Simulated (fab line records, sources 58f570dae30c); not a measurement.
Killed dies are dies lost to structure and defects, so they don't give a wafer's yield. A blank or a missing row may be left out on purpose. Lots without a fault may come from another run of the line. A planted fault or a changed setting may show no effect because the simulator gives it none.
A struck lot beside a sound one | flow berkeley_cmos170 | 31 steps out of a route of 331
Sound: wafers L545.1, L545.3, L545.5. Struck: wafers L538.4, L538.5, L538.6. The cause comes at the end.
At each step with rows: each side's tool, then ch and its chambers, then its first start. Under that, the readings that differ: sound wafers | struck wafers | difference of the means | sigmas: that difference in standard deviations of wafers without a fault.
alike: readings whose means differ by less than 2 such deviations, and words and numbers that are the same on both sides. not compared: withheld readings, readings that some wafer has no value for, bounds like >300 that may hide the same value, and numbers for which the record gives no deviation and whose values overlap.
The two part at a step that has a row with sigmas, a row that says differs or no value, or rows on one side only. Numbers that don't overlap but have no deviation are shown without sigmas and don't part them. A reading that every wafer of one side lacks parts them only if that side has two wafers or more.

first, 1 step without rows for these wafers: UCB170_SDANNEAL_RTA_01 (time 5 s).
UCB170_SDANNEAL_RS_MEAS_02: measures by four-point-probe.
  sound on film_metro-03, day 9 20:06; struck on film_metro-03, day 8 09:55
  alike: PSD_RS
UCB170_SDANNEAL_RS_MEAS_03: measures by four-point-probe.
  sound on film_metro-03, day 9 20:13; struck on film_metro-03, day 8 10:02
  alike: NSD_RS
UCB170_SDANNEAL_RS_MEAS_04: measures by four-point-probe.
  sound on film_metro-03, day 9 20:20; struck on film_metro-03, day 8 10:09
  alike: PLDD_RS
UCB170_SDANNEAL_RS_MEAS_05: measures by four-point-probe.
  sound on film_metro-03, day 9 20:28; struck on film_metro-03, day 8 10:16
  reading          | sound             | struck            | difference | sigmas
  NLDD_RS (ohm/sq) | 616.7 615.6 617.6 | 614.4 613.7 612.3 | -3.2       | -2
then, 1 step without rows for these wafers: UCB170_SILICIDE_PRE_CLEAN_00 (preclean etch time 60 s).
UCB170_SILICIDE_SPUTTER_01: material Ti, target thk 30 nm, time 25 s.
  sound on pvd_sputter-04, day 9 20:39; struck on pvd_sputter-01, day 8 10:24
  alike: throttle_valve_pct
UCB170_SILICIDE_RS_MEAS_02: measures by four-point-probe.
  sound on film_metro-02, day 9 20:41; struck on film_metro-04, day 8 10:29
  alike: SILICIDE_TI_RS
UCB170_SILICIDE_THK_MEAS_03: measures by xrf.
  sound on film_metro-02, day 9 20:48; struck on film_metro-04, day 8 10:35
  alike: SILICIDE_TI_THK
UCB170_SILICIDE_RTA_04: time 15 s.
  sound on rtp_anneal-02 ch 0, day 9 20:52; struck on rtp_anneal-01 ch 0, day 8 10:49
  reading            | sound          | struck         | difference | sigmas
  lamp_power_pct (%) | 11.9 11.9 11.9 | 10.6 10.6 10.6 | -1.3       | -2
  alike: wafer_temp_C_max
then, 2 steps without rows for these wafers: UCB170_SILICIDE_WET_ETCH_05 (etches Ti in SPM, time 45 s); UCB170_CONTACT_CLEAN_00 (cleans in SPM, time 600 s).
UCB170_CONTACT_CVD_01: deposits PSG from SiH4/O2/PH3, target thk 700 nm, time 2820 s.
  sound on lpcvd-02 ch 1, day 9 21:17; struck on lpcvd-02 ch 1, day 8 15:07
  alike: susceptor_temp_C
UCB170_CONTACT_THK_MEAS_02:
  sound on film_metro-01, day 9 23:57; struck on film_metro-02, day 8 17:49
  reading              | sound       | struck         | difference | sigmas
  CONTACT_PSG_THK (nm) | 706 704 702 | 1410 1415 1411 | +708       | +99 or more
then, 3 steps without rows for these wafers: UCB170_CONTACT_HMDS_03 (prime time 60 s); UCB170_CONTACT_COAT_04 (resist thk 900 nm); UCB170_CONTACT_SOFTBAKE_05 (time 60 s).
UCB170_CONTACT_STRIP_06: strips in O2.
  sound on plasma_asher-03 ch 0,1, day 10 00:28; struck on plasma_asher-03 ch 0,1, day 8 18:26
  alike: drypump_motor_current_A, oes_product_au, strip_time_to_endpoint_s
  not compared: rf_hours_counter_h
then, 1 step without rows for these wafers: UCB170_CONTACT_CLEAN_07 (cleans in SPM, time 600 s).
UCB170_CONTACT_RTA_08: time 10 s.
  sound on rtp_anneal-01 ch 0, day 10 00:45; struck on rtp_anneal-01 ch 0, day 8 18:44
  alike: lamp_power_pct, wafer_temp_C_max
then, 6 steps without rows for these wafers: UCB170_CONTACT_COAT_09; UCB170_CONTACT_COAT_10 (resist thk 900 nm); UCB170_CONTACT_SOFTBAKE_11 (time 60 s); UCB170_CONTACT_EXPOSE_12 (exposes mask CONT, target cd 700 nm); UCB170_CONTACT_PEB_13; UCB170_CONTACT_DEVELOP_14 (develop time 45 s).
UCB170_CONTACT_CD_MEAS_15: target cd 700 nm.
  sound on cd_sem-01, day 10 01:45; struck on cd_sem-01, day 8 19:56
  alike: cd_nm
UCB170_CONTACT_OVL_MEAS_16:
  sound on overlay-02, day 10 01:52; struck on overlay-02, day 8 20:01
  alike: CONTACT_OVL
then, 1 step without rows for these wafers: UCB170_CONTACT_ETCH_17 (etches BARC in N2/H2).
UCB170_CONTACT_ETCH_18: etches PSG in CHF3/CF4/Ar, stops on TiSi2, target depth 840 nm, time 195 s.
  sound on rie_diel-02 ch 1,2; struck on rie_diel-02 ch 0,1,3
  reading                             | sound             | struck            | difference | sigmas
  oes_product_au (a.u.)               | 0.896 0.913 0.906 | 1.013 1.004 0.989 | +0.097     | +7
  model.CONTACT.feature_depth_nm (nm) | 706.1 703.3 701.5 | 849.3 827.1 831.6 | +132.4     |
  model.etch.depth_nm (nm)            | 706.1 703.3 701.5 | 849.3 827.1 831.6 | +132.4     |
  alike: cf4_flow_sccm, drypump_motor_current_A, throttle_valve_pct
  not compared: rf_hours_counter_h
UCB170_CONTACT_STRIP_19: strips in O2.
  sound on plasma_asher-01 ch 1, day 10 02:04; struck on plasma_asher-03 ch 0,1, day 8 20:14
  alike: drypump_motor_current_A, oes_product_au
  not compared: rf_hours_counter_h

WHERE THEY PART
First at UCB170_SDANNEAL_RS_MEAS_05; last, within this record, at UCB170_CONTACT_ETCH_18. Later steps at which nothing parts them and some readings are alike: UCB170_CONTACT_STRIP_19.

WHY: what the simulator had put in
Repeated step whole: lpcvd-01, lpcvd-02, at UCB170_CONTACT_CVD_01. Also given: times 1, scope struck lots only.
